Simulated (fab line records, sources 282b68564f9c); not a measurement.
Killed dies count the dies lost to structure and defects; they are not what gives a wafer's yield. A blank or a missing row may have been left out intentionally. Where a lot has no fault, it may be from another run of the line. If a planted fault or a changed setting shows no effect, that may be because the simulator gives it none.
Which tool did it? ; flow rit cmos ; Sampling: 15 lots, 45 wafers, 3 of 202 route steps

== WHAT THE GAUGES SHOWED, per wafer ==
RIT_PSD_TW_MEAS_10.
lot;measured;on;PSD_TW
L486;day 3 00:19;film metro-01;3397 3397 3379
L488;day 3 11:49;film metro-03;3404 3414 3408
L489;day 3 16:44;film metro-03;3405 3414 3408
L491;day 4 03:08;film metro-01;3380 3388 3404
L493;day 4 12:43;film metro-02;3346 3337 3354
L494;day 4 17:51;film metro-01;3378 3364 3375
L496;day 5 02:57;film metro-02;3384 3407 3384
L499;day 5 18:59;film metro-03;3328 3337 3322
L501;day 6 07:11;film metro-02;3321 3317 3308
L502;day 6 09:11;film metro-02;3320 3317 3318
L504;day 6 20:58;film metro-01;3365 3360 3379
L505;day 7 05:49;film metro-01;3377 3379 3364
L506;day 7 11:07;film metro-01;3388 3398 3375
L507;day 7 13:31;film metro-01;3375 3391 3393
L508;day 7 16:13;film metro-03;3445 3452 3445

RIT_SDANNEAL_RS_MEAS_04: measures by four-point-probe.
lot;measured;on;PSD_RS (ohm/sq)
L486;day 3 00:49;film metro-01;116.1 116.2 116.2
L488;day 3 12:19;film metro-02;115.7 115.5 115.5
L489;day 3 17:13;film metro-02;116.4 116.0 116.5
L491;day 4 03:39;film metro-03;115.5 115.4 115.6
L493;day 4 13:13;film metro-03;115.5 115.5 115.8
L494;day 4 18:20;film metro-01;116.2 116.1 116.4
L496;day 5 03:30;film metro-03;116.0 115.8 116.3
L499;day 5 19:40;film metro-03;118.0 118.0 118.2 118.0 117.9 118.1
L501;day 6 07:40;film metro-02;118.4 118.6 118.8 118.6 118.4 118.5
L502;day 6 09:41;film metro-03;118.2 117.9 117.9 118.3 117.7 118.0
L504;day 6 21:28;film metro-03;116.0 115.8 116.2
L505;day 7 06:19;film metro-03;115.7 115.6 115.7
L506;day 7 11:40;film metro-02;116.2 116.5 116.1
L507;day 7 14:01;film metro-03;115.4 115.4 115.5
L508;day 7 16:44;film metro-02;116.3 116.1 116.2

== WHICH TOOL RAN EACH LOT (tool, then ch and the chambers of the sampled wafers, then the start) ==
lot;RIT_PSD_IMPLANT_08
L486;implanter-03 ch 0, day 3 00:00
L488;implanter-01 ch 0, day 3 11:29
L489;implanter-02 ch 0, day 3 16:24
L491;implanter-02 ch 0, day 4 02:51
L493;implanter-03 ch 0, day 4 12:25
L494;implanter-03 ch 0, day 4 17:32
L496;implanter-02 ch 0, day 5 02:39
L499;implanter-03 ch 0, day 5 18:41
L501;implanter-03 ch 0, day 6 06:51
L502;implanter-03 ch 0, day 6 08:53
L504;implanter-02 ch 0, day 6 20:38
L505;implanter-01 ch 0, day 7 05:30
L506;implanter-01 ch 0, day 7 10:50
L507;implanter-01 ch 0, day 7 13:13
L508;implanter-01 ch 0, day 7 15:53
- RIT_PSD_IMPLANT_08

== WHAT THE TOOLS THEMSELVES READ (means of the sampled wafers that have a number; where no wafer has one, the mark that the record gives instead) ==
The record holds no such reading with a usual standard deviation.

== THE ANSWER, worked out from the rows above alone ==
Rule: the usual values come from the lots themselves. Put in order of their means at a reading, lots are off if they are a third of the lots or fewer, leave a main group of 4 or more, and stand apart from it by a gap of 3 or more times the standard deviation of the main group's means; of several such gaps the widest counts. Not used: any main group whose means are identical at the precision the tables above print for the reading. Also off: a lot with no number at a reading for which 4 or more lots have one. Any other lot the step has rows for is counted as sound. Order of review: gauges by route order, followed by the tools' own readings, for which a lot's mean as printed above is used. At the first step where some lot is off, the reading lying furthest off is the one used; lots without a number count as furthest.
Off: at RIT_SDANNEAL_RS_MEAS_04 (PSD_RS), L499, L501, L502. Mean 115.9 ohm/sq and standard deviation 0.32 in the main group.
If a tool, at a process step before that reading, ran all the lots that are off and no sound lot after the first of them, it fits. Gauges at RIT_SDANNEAL_RS_MEAS_04: tried the same way as those tools. One fits: RIT_PSD_IMPLANT_08 on implanter-03. A fault onset in the window from L494 (day 4 17:32, its last sound lot) to L499 (day 5 18:41, its first lot off) fits.

== WHAT THE SIMULATOR HAD INSERTED ==
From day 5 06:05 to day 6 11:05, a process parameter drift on implanter-03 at RIT_PSD_IMPLANT_08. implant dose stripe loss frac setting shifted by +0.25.
Shown lots that were struck: L499, L501, L502. The rule given above showed the same thing.
